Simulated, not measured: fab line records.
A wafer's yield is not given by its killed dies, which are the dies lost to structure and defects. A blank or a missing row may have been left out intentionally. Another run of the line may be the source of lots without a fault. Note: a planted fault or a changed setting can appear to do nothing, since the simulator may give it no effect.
Split-lot experiment | flow berkeley-cmos170 | 5 lots, 23 wafers read, on a route of 331 steps

== SPLIT DETAILS ==
At UCB170_SILICIDE_SPUTTER_01 (material Ti, target thk 30 nm, time 25 s), the setting time-s was moved away from the recipe's 25 s on 8 of the 23 wafers read, by -6.8% to +4.0%. The other wafers ran this setting at the recipe's value.

== FROM THE SPLIT ON TO THE READING: in between, the file shows 1 step ==
- UCB170_SILICIDE_RS_MEAS_02: measures by four-point-probe

== THE READING ==
SILICIDE_TI_THK, in nm, at UCB170_SILICIDE_THK_MEAS_03 (measures by xrf). Typical for fault-free wafers on this fab line: 29.90 nm, with standard deviation 0.23 nm.

wafer  | tool, chamber at the split | time-s as run, s | against the recipe | SILICIDE_TI_THK, nm | against lot-mates on the recipe
L078.1 | pvd-sputter-01, -          | 25               | recipe             | 29.79               | -
L078.2 | pvd-sputter-01, -          | 25               | recipe             | 29.64               | -
L078.4 | pvd-sputter-01, -          | 23.29            | -6.8%              | 27.94               | -1.77
L078.5 | pvd-sputter-01, -          | 23.29            | -6.8%              | 27.74               | -1.98
L078.6 | pvd-sputter-01, -          | 23.29            | -6.8%              | 27.51               | -2.20
L079.1 | pvd-sputter-02, -          | 25               | recipe             | 29.79               | -
L079.3 | pvd-sputter-02, -          | 25               | recipe             | 29.54               | -
L079.4 | pvd-sputter-02, -          | 25               | recipe             | 29.95               | -
L081.1 | pvd-sputter-03, -          | 25               | recipe             | 30.17               | -
L081.2 | pvd-sputter-03, -          | 23.88            | -4.5%              | 28.63               | -1.41
L081.4 | pvd-sputter-03, -          | 25               | recipe             | 30.12               | -
L081.5 | pvd-sputter-03, -          | 23.88            | -4.5%              | 28.67               | -1.37
L081.6 | pvd-sputter-03, -          | 25               | recipe             | 29.82               | -
L083.1 | pvd-sputter-01, -          | 25               | recipe             | 29.77               | -
L083.2 | pvd-sputter-01, -          | 26               | +4.0%              | 31.28               | +1.41
L083.3 | pvd-sputter-01, -          | 26               | +4.0%              | 31.40               | +1.52
L083.4 | pvd-sputter-01, -          | 26               | +4.0%              | 31.25               | +1.38
L083.6 | pvd-sputter-01, -          | 25               | recipe             | 29.98               | -
L084.1 | pvd-sputter-01, -          | 25               | recipe             | 30.10               | -
L084.2 | pvd-sputter-01, -          | 25               | recipe             | 30.10               | -
L084.4 | pvd-sputter-01, -          | 25               | recipe             | 30.29               | -
L084.5 | pvd-sputter-01, -          | 25               | recipe             | 30.06               | -
L084.6 | pvd-sputter-01, -          | 25               | recipe             | 30.20               | -

FIT RESULTS
A straight line over all 23 wafers: SILICIDE_TI_THK changes by +0.324 nm for each +1% of time-s; r = +0.98; the points scatter about the line by 0.2 nm.
The same after taking each lot's own level away (the mean of its wafers on the recipe; 23 wafers): +0.311 nm for each +1%; r = +0.99; scatter 0.15 nm.
The reading moves by 2.1 nm for the largest change in time-s, on that fit.
Measured against the standard deviation above, the lots' own levels, which go from 29.715 to 30.150 nm, span 1.9 times it.
So the lot-to-lot level changes the slope little: the two slopes agree.
Check: for one of the wafers moved furthest among these (-6.8%), held out of the fit, the line's prediction against its lot-mates is -2.17 nm. It came out at -1.77 nm against them.

== THE WHOLE CHAIN: every reading that the file lists as answering this split, in the file's order ==
step                        | what it does                             | reading                                                                           | change (the file's fit)               | r (the file's)
UCB170_SILICIDE_SPUTTER_01  | material Ti, target thk 30 nm, time 25 s | Ti_of_SILICIDE_SPUTTER_01.thk-nm (the simulator's own value, which no gauge read) | +0.312 nm for each +1% of the setting | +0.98
UCB170_SILICIDE_RS_MEAS_02  | measures by four-point-probe             | SILICIDE_TI_RS                                                                    | -0.333 for each +1% of the setting    | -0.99
UCB170_SILICIDE_THK_MEAS_03 | measures by xrf                          | SILICIDE_TI_THK                                                                   | +0.308 for each +1% of the setting    | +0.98

== THE FILE'S OWN FIT ==
SILICIDE_TI_THK changes by +0.308 nm for each +1% of time-s, r = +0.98.
